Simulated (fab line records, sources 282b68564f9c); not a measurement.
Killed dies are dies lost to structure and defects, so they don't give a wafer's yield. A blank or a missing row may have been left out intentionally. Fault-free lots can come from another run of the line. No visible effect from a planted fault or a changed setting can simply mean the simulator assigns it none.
fab line records    flow rit-cmos
[record] lots = 6  wafers = 18  last-day = 7
route steps=202 shown SPACER@127 NSD@131 PSD@143 SDANNEAL@153 M1@202
lots untouched by any fault: they come from a run of this same line in which no faults occurred
start-h: hours from the record's first day to the start of the lot's first wafer shown    wait-h: how many hours have passed since the lot's step before this one    " unchanged from the row above    L1.1+2: a row that stands for several wafers    - no value, or no start was given    * or withheld: withheld    < > ~ a bound
route shown NAME@n: a module of which the file shows steps, and the number in the route of the first    usual: mean/standard deviation of fault-free wafers    same: alike in all rows    chamber/n: place in a boat    sites: each site's reading    _std_site: standard deviation across them    _edge_site: inner sites' mean taken away from outer sites' mean    radius-mm: for every site, how far away it sits from the centre of the wafer    mask NAME#n: copy n    behind: tool/chamber where the wafer was last shaped    hold: cause of the lot's hold/its duration in hours/its outcome    device: whichever transistor did not switch (one of n, p or np)    end of line: the tests these same wafers got at the end of their route    for a step that has no rows: nothing shown but its recipe    killed: the dies lost at the first sort to structure and to defects; this is not the yield of the wafer    map: dies across one wafer; x = killed, . = not, _ = none there
set.NAME: the run value of the setting; set.NAME@STEP: its run value at that earlier step    model.NAME: the simulator's own value behind a step, which no gauge read
a table for each step, a row for each wafer; lots at some steps of the route
services: when a tool's chamber went out of use (start-h, in hours from the record's first day, below 0 if earlier), for how many hours, and the reason
[[steps]]
[step RIT_SPACER_CLEAN_02]
[recipe] chemistry = SC2  mix = 3:3:50  time-s = 600  temp-c = 75  dry = n2-spin
[step RIT_SPACER_CVD_03]
[recipe] material = Si3N4  target-thk-nm = 250  temp-c = 810  precursor = SiH2Cl2/NH3  time-s = 3300  pressure-mtorr = 300  sih2cl2-flow-sccm = 60  nh3-flow-sccm = 150
[step RIT_SPACER_THK_MEAS_04]
[recipe] reads = Si3N4_of_SPACER_CVD_03
[usual] SPACER_NITRIDE_THK = 249.1/2.2
lot.wafer  tool           chamber  start-h  wait-h  SPACER_NITRIDE_THK[nm]
L675.2     film-metro-03  -        57.97    0.0     250.6
L675.4     "              -        "        "       248.7
L675.5     "              -        "        "       248.4
L678.2     film-metro-03  -        73.17    0.0     246.1
L678.3     "              -        "        "       246.4
L678.4     "              -        "        "       245.8
L682.1     film-metro-01  -        91.84    0.0     247.0
L682.3     "              -        "        "       245.8
L682.5     "              -        "        "       249.7
L683.3     film-metro-02  -        99.92    0.0     246.2
L683.5     "              -        "        "       246.5
L683.6     "              -        "        "       248.0
L690.4     film-metro-03  -        131.44   0.0     251.7
L690.5     "              -        "        "       248.2
L690.6     "              -        "        "       250.8
L693.3     film-metro-01  -        146.35   0.0     248.9
L693.4     "              -        "        "       250.8
L693.5     "              -        "        "       252.4
[step RIT_SPACER_ETCHBACK_05]
[recipe] target-depth-a = 2500  SF6_flow_sccm = 30  CHF3_flow_sccm = 30  target = Si3N4  chemistry = SF6/CHF3  pressure-mtorr = 40  rf-w = 250  time-s = 240  stop-on = SiO2
[usual] drypump-motor-current-A = 5.6/0.48  oes-product-au = 0.840/0.014  throttle-valve-pct = 10.30/0.17
lot.wafer  tool         chamber  start-h  wait-h  drypump-motor-current-A  oes-product-au  rf-hours-counter-h  throttle-valve-pct
L675.2     rie-diel-04  0        58.02    0.0     5.7                      0.833           21                  10.07
L675.4     "            2        "        "       5.6                      0.820           102                 10.44
L675.5     "            0        "        "       5.7                      0.822           -                   10.05
L678.2     rie-diel-04  0        73.22    0.0     5.7                      0.820           21                  10.06
L678.3     "            3        "        "       5.2                      0.840           70                  10.35
L678.4     "            1        "        "       5.1                      0.848           -                   10.36
L682.1     rie-diel-02  1        91.90    0.1     5.4                      0.840           7                   10.21
L682.3     "            0        "        "       6.5                      0.815           4                   10.57
L682.5     "            0        "        "       6.5                      0.815           -                   10.54
L683.3     rie-diel-02  3        99.96    0.0     5.1                      0.850           127                 10.30
L683.5     "            0        "        "       6.5                      0.817           -                   10.55
L683.6     "            1        "        "       5.4                      0.851           -                   10.20
L690.4     rie-diel-04  3        131.47   0.0     5.3                      0.851           71                  10.37
L690.5     "            2        "        "       5.6                      0.821           -                   10.45
L690.6     "            3        "        "       5.2                      0.850           -                   10.37
L693.3     rie-diel-01  0        146.39   0.0     6.5                      0.822           73                  9.93
L693.4     "            1        "        "       5.8                      0.859           152                 10.41
L693.5     "            1        "        "       5.8                      0.851           -                   10.42
[step RIT_NSD_HMDS_00]
[recipe] prime-time-s = 60  prime-temp-c = 140
[step RIT_NSD_COAT_01]
[recipe] resist = NOVOLAK  spin-rpm = 3250  resist-thk-nm = 1000
[step RIT_NSD_SOFTBAKE_02]
[recipe] resist = NOVOLAK  temp-c = 90  time-s = 60
[step RIT_NSD_EXPOSE_03]
[recipe] mask-id = M9  na = 0.57  target-cd-nm = 40700  dose-mj = 250
[step RIT_NSD_PEB_04]
[recipe] resist = NOVOLAK  temp-c = withheld  time-s = withheld
[step RIT_NSD_DEVELOP_05]
[recipe] resist = NOVOLAK  develop-time-s = 50  dev-temp-c = 23
[step RIT_NSD_OVL_MEAS_06]
[usual] NSD_OVL = 1.2/1.4
lot.wafer  tool        chamber  start-h  wait-h  NSD_OVL[nm]
L675.2     overlay-02  -        59.15    -       1.8
L675.4     "           -        "        "       0.7
L675.5     "           -        "        "       1.6
L678.2     overlay-02  -        74.23    -       1.9
L678.3     "           -        "        "       1.7
L678.4     "           -        "        "       2.3
L682.1     overlay-01  -        93.04    -       2.9
L682.3     "           -        "        "       -0.2
L682.5     "           -        "        "       1.3
L683.3     overlay-02  -        101.17   -       0.0
L683.5     "           -        "        "       1.8
L683.6     "           -        "        "       0.5
L690.4     overlay-02  -        132.76   -       -1.3
L690.5     "           -        "        "       0.8
L690.6     "           -        "        "       1.7
L693.3     overlay-02  -        147.52   -       0.2
L693.4     "           -        "        "       0.9
L693.5     "           -        "        "       0.6
[step RIT_NSD_HARDBAKE_07]
[recipe] resist = NOVOLAK  temp-c = 140  time-s = 60
[step RIT_NSD_IMPLANT_08]
[recipe] species = P  energy-kev = 25  dose-cm2 = 1e+15  tilt-deg = 7
[usual] dose-ions-cm2 = 9.999e+14/1.1e+12  end-station-pressure-torr = 7.5e-06/3.9e-07  faraday-current-uA = 3136/63
lot.wafer  tool          chamber  start-h  wait-h  dose-ions-cm2  end-station-pressure-torr  faraday-current-uA
L675.2     implanter-03  0        59.36    0.1     9.998e+14      7.8e-06                    3138
L675.4     "             0        "        "       9.981e+14      7.5e-06                    3076
L675.5     "             0        "        "       9.988e+14      7.4e-06                    3209
L678.2     implanter-04  0        74.43    0.1     9.995e+14      7.1e-06                    3114
L678.3     "             0        "        "       9.998e+14      7.7e-06                    3103
L678.4     "             0        "        "       9.99e+14       7.3e-06                    3104
L682.1     implanter-04  0        93.22    0.1     5.622e+14      6.4e-06                    1717
L682.3     "             0        "        "       5.634e+14      6e-06                      1799
L682.5     "             0        "        "       5.636e+14      6.8e-06                    1768
L683.3     implanter-04  0        101.39   0.1     5.632e+14      6.2e-06                    1753
L683.5     "             0        "        "       5.638e+14      6.7e-06                    1772
L683.6     "             0        "        "       5.632e+14      6.5e-06                    1752
L690.4     implanter-03  0        133.00   0.1     1.0011e+15     7.7e-06                    3054
L690.5     "             0        "        "       9.992e+14      7.5e-06                    3124
L690.6     "             0        "        "       9.998e+14      7.6e-06                    3202
L693.3     implanter-01  0        147.75   0.1     9.998e+14      7.3e-06                    3056
L693.4     "             0        "        "       9.983e+14      7.7e-06                    3036
L693.5     "             0        "        "       1.0002e+15     8.1e-06                    3100
[step RIT_NSD_STRIP_09]
[recipe] chemistry = O2  time-s = 180  resist = NOVOLAK  platen-temp-c = withheld  power-w = 500  pressure-mtorr = 4000  o2-flow-sccm = 4000
[usual] drypump-motor-current-A = 5.7/0.34
lot.wafer  tool             chamber  start-h  wait-h  drypump-motor-current-A  rf-hours-counter-h
L675.2     plasma-asher-04  0        59.48    0.1     5.1                      39
L675.4     "                0        "        "       5.1                      -
L675.5     "                1        "        "       6.0                      -
L678.2     plasma-asher-02  1        74.56    0.1     6.1                      24
L678.3     "                0        "        "       5.7                      -
L678.4     "                1        "        "       6.1                      -
L682.1     plasma-asher-04  0        93.37    0.1     5.1                      43
L682.3     "                1        "        "       6.0                      -
L682.5     "                1        "        "       6.0                      -
L683.3     plasma-asher-04  0        101.55   0.1     5.1                      -
L683.5     "                0        "        "       5.1                      -
L683.6     "                1        "        "       6.0                      -
L690.4     plasma-asher-03  0        133.13   0.1     5.8                      -
L690.5     "                1        "        "       5.7                      -
L690.6     "                0        "        "       5.8                      -
L693.3     plasma-asher-04  1        147.91   0.1     6.0                      -
L693.4     "                0        "        "       5.1                      -
L693.5     "                1        "        "       6.0                      -
[step RIT_NSD_TW_MEAS_10]
[usual] NSD_TW = 3129/32
lot.wafer  tool           chamber  start-h  wait-h  hold                      NSD_TW
L675.2     film-metro-04  -        59.67    0.1     -                         3164
L675.4     "              -        "        "       -                         3173
L675.5     "              -        "        "       -                         3176
L678.2     film-metro-01  -        74.74    0.1     -                         3083
L678.3     "              -        "        "       -                         3096
L678.4     "              -        "        "       -                         3081
L682.1     film-metro-01  -        93.55    0.1     await-dispo/0.2h/release  2739
L682.3     "              -        "        "       await-dispo/0.2h/release  2707
L682.5     "              -        "        "       await-dispo/0.2h/release  2704
L682.1     film-metro-01  -        93.77    0.2     -                         2734
L682.3     "              -        "        "       -                         2717
L682.5     "              -        "        "       -                         2712
L683.3     film-metro-04  -        101.69   0.1     await-dispo/0.2h/release  2752
L683.5     "              -        "        "       await-dispo/0.2h/release  2758
L683.6     "              -        "        "       await-dispo/0.2h/release  2753
L683.3     film-metro-04  -        101.91   0.2     -                         2761
L683.5     "              -        "        "       -                         2761
L683.6     "              -        "        "       -                         2753
L690.4     film-metro-01  -        133.28   0.1     -                         3101
L690.5     "              -        "        "       -                         3106
L690.6     "              -        "        "       -                         3091
L693.3     film-metro-04  -        148.04   0.1     -                         3169
L693.4     "              -        "        "       -                         3176
L693.5     "              -        "        "       -                         3172
[step RIT_PSD_COAT_01]
[recipe] resist = NOVOLAK  spin-rpm = 3250  resist-thk-nm = 994.2
[step RIT_PSD_SOFTBAKE_02]
[recipe] resist = NOVOLAK  temp-c = 90  time-s = 60
[step RIT_PSD_EXPOSE_03]
[recipe] mask-id = M10  na = 0.57  target-cd-nm = 40900  dose-mj = 250
[step RIT_PSD_PEB_04]
[recipe] resist = NOVOLAK  temp-c = withheld  time-s = withheld
[step RIT_PSD_DEVELOP_05]
[recipe] resist = NOVOLAK  develop-time-s = 50  dev-temp-c = 23
[step RIT_PSD_OVL_MEAS_06]
[usual] PSD_OVL = 0.5/1.6
lot.wafer  tool        chamber  start-h  wait-h  PSD_OVL[nm]
L675.2     overlay-02  -        60.60    -       -2.4
L675.4     "           -        "        "       -0.8
L675.5     "           -        "        "       -0.5
L678.2     overlay-02  -        75.65    -       -1.0
L678.3     "           -        "        "       -1.6
L678.4     "           -        "        "       -1.6
L682.1     overlay-01  -        102.36   -       3.2
L682.3     "           -        "        "       1.2
L682.5     "           -        "        "       0.7
L683.3     overlay-01  -        104.19   -       -1.1
L683.5     "           -        "        "       -1.4
L683.6     "           -        "        "       0.8
L690.4     overlay-01  -        134.18   -       -1.3
L690.5     "           -        "        "       0.7
L690.6     "           -        "        "       -0.6
L693.3     overlay-02  -        149.07   -       -2.6
L693.4     "           -        "        "       0.5
L693.5     "           -        "        "       -0.5
[step RIT_PSD_HARDBAKE_07]
[recipe] resist = NOVOLAK  temp-c = 140  time-s = 60
[step RIT_PSD_IMPLANT_08]
[recipe] species = BF2  energy-kev = 27  dose-cm2 = 4.905e+15  tilt-deg = 7
[step RIT_PSD_STRIP_09]
[recipe] chemistry = O2  time-s = 180  resist = NOVOLAK  platen-temp-c = withheld  power-w = 500  pressure-mtorr = 4000  o2-flow-sccm = 4000
[usual] drypump-motor-current-A = 5.6/0.33
lot.wafer  tool             chamber  start-h  wait-h  drypump-motor-current-A  rf-hours-counter-h
L675.2     plasma-asher-01  1        60.93    0.1     6.0                      42
L675.4     "                1        "        "       6.0                      -
L675.5     "                1        "        "       6.0                      -
L678.2     plasma-asher-03  1        75.98    0.1     5.7                      46
L678.3     "                0        "        "       5.7                      -
L678.4     "                1        "        "       5.7                      -
L682.1     plasma-asher-03  1        102.93   0.4     5.7                      48
L682.3     "                0        "        "       5.7                      -
L682.5     "                0        "        "       5.8                      -
L683.3     plasma-asher-04  1        104.94   0.5     6.0                      -
L683.5     "                1        "        "       6.0                      -
L683.6     "                0        "        "       5.1                      -
L690.4     plasma-asher-04  0        134.55   0.1     5.1                      -
L690.5     "                0        "        "       5.1                      -
L690.6     "                1        "        "       6.0                      -
L693.3     plasma-asher-03  1        149.45   0.1     5.7                      -
L693.4     "                0        "        "       5.7                      -
L693.5     "                0        "        "       5.7                      -
[step RIT_PSD_TW_MEAS_10]
[usual] PSD_TW = 3444/34
lot.wafer  tool           chamber  start-h  wait-h  PSD_TW
L675.2     film-metro-04  -        61.11    0.1     3460
L675.4     "              -        "        "       3467
L675.5     "              -        "        "       3461
L678.2     film-metro-04  -        76.16    0.1     3479
L678.3     "              -        "        "       3507
L678.4     "              -        "        "       3484
L682.1     film-metro-02  -        103.11   0.1     3457
L682.3     "              -        "        "       3466
L682.5     "              -        "        "       3439
L683.3     film-metro-04  -        105.14   0.1     3443
L683.5     "              -        "        "       3450
L683.6     "              -        "        "       3463
L690.4     film-metro-02  -        134.70   0.1     3429
L690.5     "              -        "        "       3426
L690.6     "              -        "        "       3449
L693.3     film-metro-02  -        149.59   0.1     3472
L693.4     "              -        "        "       3468
L693.5     "              -        "        "       3478
[step RIT_SDANNEAL_CLEAN_00]
[recipe] chemistry = SC1  mix = 3:3:50  time-s = 600  temp-c = 75
[step RIT_SDANNEAL_CLEAN_01]
[recipe] chemistry = dHF  dilution = 50:1  time-s = 30
[step RIT_SDANNEAL_CLEAN_02]
[recipe] chemistry = SC2  mix = 3:3:50  time-s = 600  temp-c = 75  dry = n2-spin
[step RIT_SDANNEAL_RTA_03]
[recipe] temp-c = 1050  time-s = 5  idle-temp-c = 600  ramp-up-c-per-s = 342  ramp-down-c-per-s = 171  cool-to-c = 600  ambient = N2
[usual] ramp-up-c-per-s = 342.00/0.062  wafer_temp_C_max = 1053.6/1.1
lot.wafer  tool           chamber  start-h  wait-h  ramp-up-c-per-s  wafer_temp_C_max
L675.2     rtp-anneal-02  0        61.54    0.0     342.07           1054.4
L675.4     "              0        "        "       341.96           1052.9
L675.5     "              0        "        "       341.98           1053.3
L678.2     rtp-anneal-01  0        76.67    0.0     341.97           1054.2
L678.3     "              0        "        "       341.90           1052.6
L678.4     "              0        "        "       341.93           1052.5
L682.1     rtp-anneal-01  0        103.54   0.0     341.93           1053.4
L682.3     "              0        "        "       341.92           1053.9
L682.5     "              0        "        "       341.95           1052.7
L683.3     rtp-anneal-02  0        105.88   0.0     342.08           1054.0
L683.5     "              0        "        "       342.05           1052.6
L683.6     "              0        "        "       342.11           1054.5
L690.4     rtp-anneal-01  0        135.16   0.0     341.94           1052.9
L690.5     "              0        "        "       341.99           1052.3
L690.6     "              0        "        "       341.97           1053.7
L693.3     rtp-anneal-02  0        150.05   0.0     341.92           1054.5
L693.4     "              0        "        "       342.05           1054.9
L693.5     "              0        "        "       342.02           1052.6
[step RIT_SDANNEAL_RS_MEAS_04]
[recipe] thk-meas-gauge = four-point-probe
[usual] PSD_RS = 116.25/0.25
lot.wafer  tool           chamber  start-h  wait-h  PSD_RS[ohm/sq]
L675.2     film-metro-04  -        61.61    0.1     116.65
L675.4     "              -        "        "       116.17
L675.5     "              -        "        "       116.47
L678.2     film-metro-04  -        76.74    0.1     115.99
L678.3     "              -        "        "       115.92
L678.4     "              -        "        "       115.93
L682.1     film-metro-04  -        103.60   0.0     116.31
L682.3     "              -        "        "       116.24
L682.5     "              -        "        "       116.13
L683.3     film-metro-02  -        105.95   0.1     115.94
L683.5     "              -        "        "       116.29
L683.6     "              -        "        "       116.41
L690.4     film-metro-01  -        135.25   0.1     116.09
L690.5     "              -        "        "       116.33
L690.6     "              -        "        "       116.40
L693.3     film-metro-02  -        150.13   0.1     115.74
L693.4     "              -        "        "       116.22
L693.5     "              -        "        "       116.25
[step RIT_SDANNEAL_RS_MEAS_05]
[recipe] thk-meas-gauge = four-point-probe
[usual] NSD_RS = 84.7/0.3
lot.wafer  tool           chamber  start-h  wait-h  hold                      NSD_RS[ohm/sq]
L675.2     film-metro-04  -        61.73    0.1     -                         84.9
L675.4     "              -        "        "       -                         84.5
L675.5     "              -        "        "       -                         84.6
L678.2     film-metro-04  -        76.86    0.1     -                         84.6
L678.3     "              -        "        "       -                         85.1
L678.4     "              -        "        "       -                         85.1
L682.1     film-metro-04  -        103.72   0.1     await-dispo/0.2h/release  133.0
L682.3     "              -        "        "       await-dispo/0.2h/release  133.6
L682.5     "              -        "        "       await-dispo/0.2h/release  134.0
L682.1     film-metro-04  -        104.00   0.3     -                         133.2
L682.3     "              -        "        "       -                         133.6
L682.5     "              -        "        "       -                         133.6
L683.3     film-metro-02  -        106.07   0.1     await-dispo/0.2h/release  135.1
L683.5     "              -        "        "       await-dispo/0.2h/release  134.6
L683.6     "              -        "        "       await-dispo/0.2h/release  135.3
L683.3     film-metro-02  -        106.36   0.3     -                         135.0
L683.5     "              -        "        "       -                         134.8
L683.6     "              -        "        "       -                         135.4
L690.4     film-metro-01  -        135.37   0.1     -                         84.9
L690.5     "              -        "        "       -                         85.2
L690.6     "              -        "        "       -                         85.0
L693.3     film-metro-02  -        150.25   0.1     -                         84.6
L693.4     "              -        "        "       -                         84.5
L693.5     "              -        "        "       -                         84.6
[step RIT_M1_PROBE_99]
[usual] defect-limited-yield = 97.4/1.2  killed-at-front-end = 7/3.2  killed-dies = 7/3.2  killed-open = 3.2/2.1  killed-short = 3.7/2.1  sort_bin_3_pad_short = 0.1/0.2  sort_bin_5_function = 1.5/0.79  sort_bin_6_memory = 1.0/0.68  sort-n-pass = 257/3.2  sort-yield-pct = 97.4/1.2
[same] gross-dies = 264  killed_at_M0_to_M3 = 0  killed_at_M4_up = 0  killed-at-back-side = 0  killed-at-contacts = 0  killed-at-other = 0
lot.wafer  tool       chamber  start-h  wait-h  defect-limited-yield[%]  killed-at-front-end  killed-dies  killed-open  killed-short  sort_bin_3_pad_short[%]  sort_bin_5_function[%]  sort_bin_6_memory[%]  sort-n-pass  sort-yield-pct[%]
L675.2     prober-02  -        69.26    0.1     98.9                     3                    3            1            2             0.4                      0.8                     0                     261          98.9
L675.4     prober-02  -        69.36    0.2     95.8                     11                   11           3            7             0.4                      1.9                     1.9                   253          95.8
L675.5     prober-02  -        69.41    0.2     97.0                     8                    8            5            3             0                        2.7                     0.4                   256          97.0
L678.2     prober-01  -        84.57    0.1     97.7                     6                    6            2            4             0                        1.5                     0.8                   258          97.7
L678.3     prober-01  -        84.62    0.2     94.7                     14                   14           3            11            0.4                      4.2                     0.8                   250          94.7
L678.4     prober-01  -        84.67    0.2     97.0                     8                    8            8            0             0                        1.9                     1.1                   256          97.0
L690.4     prober-01  -        142.76   0.2     97.7                     6                    6            2            4             0.4                      1.5                     0.4                   258          97.7
L690.5     prober-01  -        142.81   0.2     97.7                     6                    6            5            1             0                        1.1                     1.1                   258          97.7
L690.6     prober-01  -        142.86   0.2     96.6                     9                    9            5            4             0                        3.0                     0.4                   255          96.6
L693.3     prober-02  -        157.93   0.2     97.7                     6                    6            4            2             0                        1.5                     0.8                   258          97.7
L693.4     prober-02  -        157.98   0.2     98.1                     5                    5            1            4             0                        1.1                     0.8                   259          98.1
L693.5     prober-02  -        158.03   0.2     98.1                     5                    5            4            1             0                        0.8                     1.1                   259          98.1
// killed by level:class
L675.2 GATE:geometric-particle:short=1 GATE:geometric-particle:open=1 SPACER:geometric-particle:short=1
L675.4 GATE:geometric-particle:open=3 FOX2:geometric-particle:short=2 GATE:geometric-particle:short=2 FOX1:geometric-particle:short=1 SPACER:geometric-particle:short=1 SILICIDE:geometric-particle:short=1 GATE:coat-microbubble-printed=1
L675.5 GATE:geometric-particle:open=2 GATE:geometric-particle:short=2 REOX:geometric-particle:short=1 REOX:geometric-particle:open=1 SPACER:geometric-particle:open=1 SILICIDE:geometric-particle:open=1
L678.2 FOX1:geometric-particle:short=1 FOX1:geometric-particle:open=1 FOX2:geometric-particle:short=1 GATE:geometric-particle:short=1 GATE:geometric-particle:open=1 SILICIDE:geometric-particle:short=1
L678.3 SPACER:geometric-particle:short=4 GATE:geometric-particle:short=3 FOX2:geometric-particle:short=2 REOX:geometric-particle:short=2 GATE:geometric-particle:open=1 SPACER:geometric-particle:open=1 SILICIDE:geometric-particle:open=1
L678.4 GATE:geometric-particle:open=3 FOX1:geometric-particle:open=2 SILICIDE:geometric-particle:open=2 SPACER:geometric-particle:open=1
L690.4 GATE:geometric-particle:short=2 SILICIDE:geometric-particle:open=2 SPACER:geometric-particle:short=1 SILICIDE:geometric-particle:short=1
L690.5 GATE:geometric-particle:open=3 SILICIDE:geometric-particle:open=2 SILICIDE:geometric-particle:short=1
L690.6 GATE:geometric-particle:short=2 SPACER:geometric-particle:open=2 GATE:geometric-particle:open=1 REOX:geometric-particle:short=1 REOX:geometric-particle:open=1 SILICIDE:geometric-particle:short=1 SILICIDE:geometric-particle:open=1
L693.3 GATE:geometric-particle:open=2 FOX1:geometric-particle:short=1 FOX1:geometric-particle:open=1 SPACER:geometric-particle:open=1 SILICIDE:geometric-particle:short=1
L693.4 SPACER:geometric-particle:short=2 GATE:geometric-particle:short=1 REOX:geometric-particle:short=1 SPACER:geometric-particle:open=1
L693.5 GATE:geometric-particle:open=2 SPACER:geometric-particle:open=2 SPACER:geometric-particle:short=1
[[services]]
tool             chamber  start-h  hours  kind
implanter-01     -        46.12    1.4    repair
rie-diel-01      1        64.65    1.4    repair
rie-diel-04      -        68.26    2.8    pm
implanter-03     -        72.09    3.0    pm
rie-diel-04      2        73.09    7.9    repair
rie-diel-01      -        82.53    0.4    repair
implanter-04     -        84.53    8.6    pm
rie-diel-02      2        89.08    3.8    repair
rie-diel-01      0        91.52    3.6    repair
plasma-asher-02  -        92.79    55.8   repair
rie-diel-04      3        102.39   4.4    repair
plasma-asher-04  -        108.92   9.0    pm
plasma-asher-04  0        108.92   9.0    vent-cycle
plasma-asher-04  1        108.92   9.0    vent-cycle
plasma-asher-04  0        117.92   -      clean
plasma-asher-04  1        117.92   -      clean
rie-diel-02      -        120.74   2.8    pm
rtp-anneal-02    -        132.92   4.8    pm
implanter-04     -        133.93   5.2    pm
rtp-anneal-01    -        142.68   1.5    pm
rie-diel-02      0        145.76   7.4    repair
[[key]]
[first-sign] step = RIT_NSD_IMPLANT_08  reading = dose-ions-cm2  direction = down  sigmas = 99+  usual = 9.999e+14  struck = 5.632e+14
[effect] step = RIT_NSD_IMPLANT_08  reading = faraday-current-uA  direction = down  sigmas = 22  usual = 3136  struck = 1760
[effect] step = RIT_NSD_TW_MEAS_10  reading = visit  direction = added
[effect] step = RIT_NSD_TW_MEAS_10  reading = NSD_TW  direction = down  sigmas = 12  usual = 3129  struck = 2735
[effect] step = RIT_SDANNEAL_RS_MEAS_05  reading = visit  direction = added
[effect] step = RIT_SDANNEAL_RS_MEAS_05  reading = NSD_RS  direction = up  sigmas = 99+  usual = 84.7  struck = 134.2
met-at RIT_NSD_IMPLANT_08
struck-wafers L682.1,L682.3,L682.5,L683.3,L683.5,L683.6
scrapped-behind RIT_SDANNEAL_RS_MEAS_05 L682.1,L682.3,L682.5,L683.3,L683.5,L683.6
onset-between 74.43 93.22
[fault] kind = process-parameter-drift  tool = implanter-04  chamber = -  onset-h = 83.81  steps = RIT_NSD_IMPLANT_08  channel = dose-cm2  offset = -4.3707e+14  shape = step  end-h = 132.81  acts-in = these-recipes-only  stated = 1e+15
